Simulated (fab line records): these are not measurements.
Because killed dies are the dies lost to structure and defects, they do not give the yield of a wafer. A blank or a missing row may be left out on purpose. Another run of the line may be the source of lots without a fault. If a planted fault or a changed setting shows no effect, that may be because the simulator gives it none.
fab line records + flow rit_cmos
[record]
- lots = 14
- wafers = 42
- last_day = 8
route steps=202 shown SILICIDE@162
lots that met no fault: taken from a fault-free run of the same line
start_h: hours from the record's first day to the start of the lot's first wafer shown + wait_h: hours from the lot's prior step to this one + " same as the row above + L1.1+2: a row that stands for several wafers + - value missing, or start not given + * or withheld: withheld + < > ~ a bound
route shown NAME@n: a module of which the file shows steps, and the number in the route of the first + usual: the fault-free wafers' mean and standard deviation + same: alike in all rows + chamber/n: place in a boat + sites: each site's reading + _std_site: the standard deviation of these + _edge_site: the outer-site mean with the inner-site mean subtracted + radius_mm: how far each site lies from the wafer's centre + mask NAME#n: copy n + behind: tool/chamber where the wafer was last shaped + hold: reason for holding the lot/hours on hold/outcome of the hold + device: whichever transistor did not switch (one of n, p or np) + end of line: at the end of the route, the tests of the same wafers + where a step has no rows: the recipe by itself + killed: not the wafer's yield, but the dies lost to structure and defects at the first sort + map: shows each die of a wafer: x if killed, . if not, _ if none is there
set.NAME: the setting as run; set.NAME@STEP: as run at that earlier step + model.NAME: the simulator's own value behind a step, which no gauge read
one table for each step of the route and one row for each wafer, over a sample of lots
services: a tool's chamber out of use, with start hour (start_h, from the record's first day; less than 0 if before it), hours out, and reason
[[steps]]
[step RIT_SILICIDE_SPUTTER_01]
[recipe]
- material = Ti
- target_thk_nm = 30
- power_w = 350
- chamber_pressure_pa = 0.667
- gas = Ar
- time_s = 240
- substrate_temp_c = 25
[usual]
- substrate_temp_c = 25.00/0.1
- throttle_valve_pct = 29.9/1.4
| lot.wafer | tool           | chamber | start_h | wait_h | substrate_temp_c | throttle_valve_pct |
|-----------|----------------|---------|---------|--------|------------------|--------------------|
| L801.1    | pvd_sputter-02 | -       | 51.87   | 0.0    | 25.08            | 31.5               |
| L801.4    | "              | -       | "       | "      | 25.01            | 27.1               |
| L801.6    | "              | -       | "       | "      | 25.04            | 31.2               |
| L802.2    | pvd_sputter-02 | -       | 57.84   | 0.0    | 24.88            | 31.5               |
| L802.4    | "              | -       | "       | "      | 24.88            | 31.3               |
| L802.6    | "              | -       | "       | "      | 24.85            | 31.4               |
| L803.1    | pvd_sputter-01 | -       | 61.78   | 0.0    | 25.11            | 28.7               |
| L803.5    | "              | -       | "       | "      | 25.10            | 31.0               |
| L803.6    | "              | -       | "       | "      | 25.04            | 29.1               |
| L804.2    | pvd_sputter-02 | -       | 67.65   | 0.0    | 24.83            | 31.5               |
| L804.3    | "              | -       | "       | "      | 25.05            | 31.3               |
| L804.6    | "              | -       | "       | "      | 25.06            | 31.5               |
| L805.1    | pvd_sputter-01 | -       | 77.29   | 0.0    | 24.80            | 29.1               |
| L805.2    | "              | -       | "       | "      | 24.91            | 31.3               |
| L805.6    | "              | -       | "       | "      | 25.12            | 29.0               |
| L806.2    | pvd_sputter-03 | -       | 79.00   | 0.0    | 24.82            | 29.6               |
| L806.5    | "              | -       | "       | "      | 24.83            | 29.2               |
| L806.6    | "              | -       | "       | "      | 24.92            | 29.6               |
| L810.1    | pvd_sputter-02 | -       | 100.21  | 0.0    | 25.00            | 31.6               |
| L810.2    | "              | -       | "       | "      | 25.05            | 31.0               |
| L810.4    | "              | -       | "       | "      | 24.78            | 31.5               |
| L812.1    | pvd_sputter-02 | -       | 115.73  | 0.0    | 25.00            | 31.2               |
| L812.4    | "              | -       | "       | "      | 25.00            | 31.7               |
| L812.5    | "              | -       | "       | "      | 24.94            | 31.0               |
| L814.1    | pvd_sputter-03 | -       | 122.64  | 0.0    | 25.12            | 30.1               |
| L814.4    | "              | -       | "       | "      | 25.06            | 29.3               |
| L814.5    | "              | -       | "       | "      | 25.09            | 29.4               |
| L817.2    | pvd_sputter-03 | -       | 139.61  | 0.0    | 25.03            | 29.6               |
| L817.4    | "              | -       | "       | "      | 25.01            | 29.4               |
| L817.6    | "              | -       | "       | "      | 24.79            | 29.7               |
| L818.3    | pvd_sputter-01 | -       | 150.30  | 0.0    | 25.02            | 29.1               |
| L818.4    | "              | -       | "       | "      | 24.96            | 29.1               |
| L818.6    | "              | -       | "       | "      | 24.94            | 29.2               |
| L820.3    | pvd_sputter-03 | -       | 151.94  | 0.0    | 24.92            | 29.3               |
| L820.5    | "              | -       | "       | "      | 24.82            | 30.1               |
| L820.6    | "              | -       | "       | "      | 24.99            | 29.5               |
| L823.1    | pvd_sputter-01 | -       | 171.32  | 0.0    | 25.03            | 31.2               |
| L823.3    | "              | -       | "       | "      | 24.88            | 28.9               |
| L823.6    | "              | -       | "       | "      | 25.02            | 29.1               |
| L824.3    | pvd_sputter-03 | -       | 173.53  | 0.0    | 25.00            | 30.2               |
| L824.4    | "              | -       | "       | "      | 25.00            | 29.4               |
| L824.6    | "              | -       | "       | "      | 25.11            | 30.2               |
[step RIT_SILICIDE_RS_MEAS_02]
[recipe]
- thk_meas_gauge = four-point-probe
- reads = Ti_of_SILICIDE_SPUTTER_01
[usual]
- SILICIDE_TI_RS = 47.9/0.58
| lot.wafer | tool          | chamber | start_h | wait_h | SILICIDE_TI_RS[ohm/sq] |
|-----------|---------------|---------|---------|--------|------------------------|
| L801.1    | film_metro-01 | -       | 52.02   | 0.1    | 47.7                   |
| L801.4    | "             | -       | "       | "      | 47.4                   |
| L801.6    | "             | -       | "       | "      | 49.0                   |
| L802.2    | film_metro-02 | -       | 58.01   | 0.1    | 46.8                   |
| L802.4    | "             | -       | "       | "      | 47.9                   |
| L802.6    | "             | -       | "       | "      | 47.2                   |
| L803.1    | film_metro-01 | -       | 61.93   | 0.1    | 48.4                   |
| L803.5    | "             | -       | "       | "      | 48.3                   |
| L803.6    | "             | -       | "       | "      | 48.1                   |
| L804.2    | film_metro-01 | -       | 67.82   | 0.1    | 49.2                   |
| L804.3    | "             | -       | "       | "      | 48.7                   |
| L804.6    | "             | -       | "       | "      | 48.2                   |
| L805.1    | film_metro-02 | -       | 77.44   | 0.1    | 48.7                   |
| L805.2    | "             | -       | "       | "      | 48.2                   |
| L805.6    | "             | -       | "       | "      | 48.3                   |
| L806.2    | film_metro-02 | -       | 79.17   | 0.1    | 48.0                   |
| L806.5    | "             | -       | "       | "      | 47.6                   |
| L806.6    | "             | -       | "       | "      | 48.5                   |
| L810.1    | film_metro-04 | -       | 100.36  | 0.1    | 167.1                  |
| L810.2    | "             | -       | "       | "      | 177.5                  |
| L810.4    | "             | -       | "       | "      | 164.2                  |
| L812.1    | film_metro-04 | -       | 115.88  | 0.1    | 173.1                  |
| L812.4    | "             | -       | "       | "      | 170.8                  |
| L812.5    | "             | -       | "       | "      | 179.6                  |
| L814.1    | film_metro-02 | -       | 122.79  | 0.1    | 47.3                   |
| L814.4    | "             | -       | "       | "      | 47.8                   |
| L814.5    | "             | -       | "       | "      | 48.2                   |
| L817.2    | film_metro-04 | -       | 139.78  | 0.1    | 47.2                   |
| L817.4    | "             | -       | "       | "      | 47.3                   |
| L817.6    | "             | -       | "       | "      | 47.5                   |
| L818.3    | film_metro-01 | -       | 150.49  | 0.1    | 47.6                   |
| L818.4    | "             | -       | "       | "      | 47.8                   |
| L818.6    | "             | -       | "       | "      | 47.7                   |
| L820.3    | film_metro-04 | -       | 152.13  | 0.1    | 46.9                   |
| L820.5    | "             | -       | "       | "      | 46.6                   |
| L820.6    | "             | -       | "       | "      | 47.0                   |
| L823.1    | film_metro-04 | -       | 171.47  | 0.1    | 48.0                   |
| L823.3    | "             | -       | "       | "      | 48.0                   |
| L823.6    | "             | -       | "       | "      | 47.6                   |
| L824.3    | film_metro-04 | -       | 173.72  | 0.1    | 46.7                   |
| L824.4    | "             | -       | "       | "      | 47.4                   |
| L824.6    | "             | -       | "       | "      | 46.8                   |
[step RIT_SILICIDE_THK_MEAS_03]
[recipe]
- thk_meas_gauge = xrf
- reads = Ti_of_SILICIDE_SPUTTER_01
[usual]
- SILICIDE_TI_THK = 30.6/0.33
| lot.wafer | tool          | chamber | start_h | wait_h | SILICIDE_TI_THK[nm] |
|-----------|---------------|---------|---------|--------|---------------------|
| L801.1    | film_metro-01 | -       | 52.14   | 0.1    | 30.5                |
| L801.4    | "             | -       | "       | "      | 30.7                |
| L801.6    | "             | -       | "       | "      | 30.0                |
| L802.2    | film_metro-02 | -       | 58.12   | 0.1    | 31.0                |
| L802.4    | "             | -       | "       | "      | 30.4                |
| L802.6    | "             | -       | "       | "      | 30.8                |
| L803.1    | film_metro-01 | -       | 62.05   | 0.1    | 30.2                |
| L803.5    | "             | -       | "       | "      | 30.3                |
| L803.6    | "             | -       | "       | "      | 30.5                |
| L804.2    | film_metro-01 | -       | 67.93   | 0.1    | 29.8                |
| L804.3    | "             | -       | "       | "      | 30.0                |
| L804.6    | "             | -       | "       | "      | 30.4                |
| L805.1    | film_metro-02 | -       | 77.56   | 0.1    | 30.0                |
| L805.2    | "             | -       | "       | "      | 30.3                |
| L805.6    | "             | -       | "       | "      | 30.1                |
| L806.2    | film_metro-02 | -       | 79.28   | 0.1    | 30.1                |
| L806.5    | "             | -       | "       | "      | 30.5                |
| L806.6    | "             | -       | "       | "      | 30.0                |
| L810.1    | film_metro-04 | -       | 100.48  | 0.1    | 11.7                |
| L810.2    | "             | -       | "       | "      | 11.2                |
| L810.4    | "             | -       | "       | "      | 11.7                |
| L812.1    | film_metro-04 | -       | 116.00  | 0.1    | 11.4                |
| L812.4    | "             | -       | "       | "      | 11.5                |
| L812.5    | "             | -       | "       | "      | 11.1                |
| L814.1    | film_metro-02 | -       | 122.91  | 0.1    | 30.8                |
| L814.4    | "             | -       | "       | "      | 30.6                |
| L814.5    | "             | -       | "       | "      | 30.2                |
| L817.2    | film_metro-04 | -       | 139.89  | 0.1    | 30.9                |
| L817.4    | "             | -       | "       | "      | 30.9                |
| L817.6    | "             | -       | "       | "      | 30.7                |
| L818.3    | film_metro-01 | -       | 150.59  | 0.1    | 30.7                |
| L818.4    | "             | -       | "       | "      | 30.6                |
| L818.6    | "             | -       | "       | "      | 30.6                |
| L820.3    | film_metro-04 | -       | 152.23  | 0.1    | 31.1                |
| L820.5    | "             | -       | "       | "      | 31.4                |
| L820.6    | "             | -       | "       | "      | 31.2                |
| L823.1    | film_metro-04 | -       | 171.59  | 0.1    | 30.6                |
| L823.3    | "             | -       | "       | "      | 30.7                |
| L823.6    | "             | -       | "       | "      | 30.9                |
| L824.3    | film_metro-04 | -       | 173.82  | 0.1    | 31.3                |
| L824.4    | "             | -       | "       | "      | 31.1                |
| L824.6    | "             | -       | "       | "      | 31.3                |
[[services]]
| tool           | chamber | start_h | hours | kind   |
|----------------|---------|---------|-------|--------|
| pvd_sputter-03 | -       | 40.48   | 22.1  | repair |
| pvd_sputter-02 | -       | 70.61   | 3.0   | repair |
| pvd_sputter-01 | -       | 132.71  | 15.2  | repair |
| pvd_sputter-01 | -       | 165.27  | 4.8   | repair |
[[key]]
[first_sign]
- step = RIT_SILICIDE_RS_MEAS_02
- reading = SILICIDE_TI_RS
- direction = up
- sigmas = 99+
- usual = 47.9
- struck = 172.0
[effect]
- step = RIT_SILICIDE_THK_MEAS_03
- reading = SILICIDE_TI_THK
- direction = down
- sigmas = 57
- usual = 30.6
- struck = 11.4
met_at RIT_SILICIDE_SPUTTER_01
struck_lots L810,L812
tester_left_out L810,L812
onset_between 67.65 100.21
[fault]
- kind = process_parameter_drift
- tool = pvd_sputter-02
- chamber = -
- onset_h = 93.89
- steps = RIT_SILICIDE_SPUTTER_01
- channel = target_thk_nm
- offset = -18.62
- shape = step
- end_h = 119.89
- stated = 30
// tester_left_out: of these lots the tester's yield and bins aren't shown, on N5 and GAA mostly nor the transistor test; their killed dies are dies lost to structure and defects alone, not to doping, threshold or leakage, so they don't give the yield
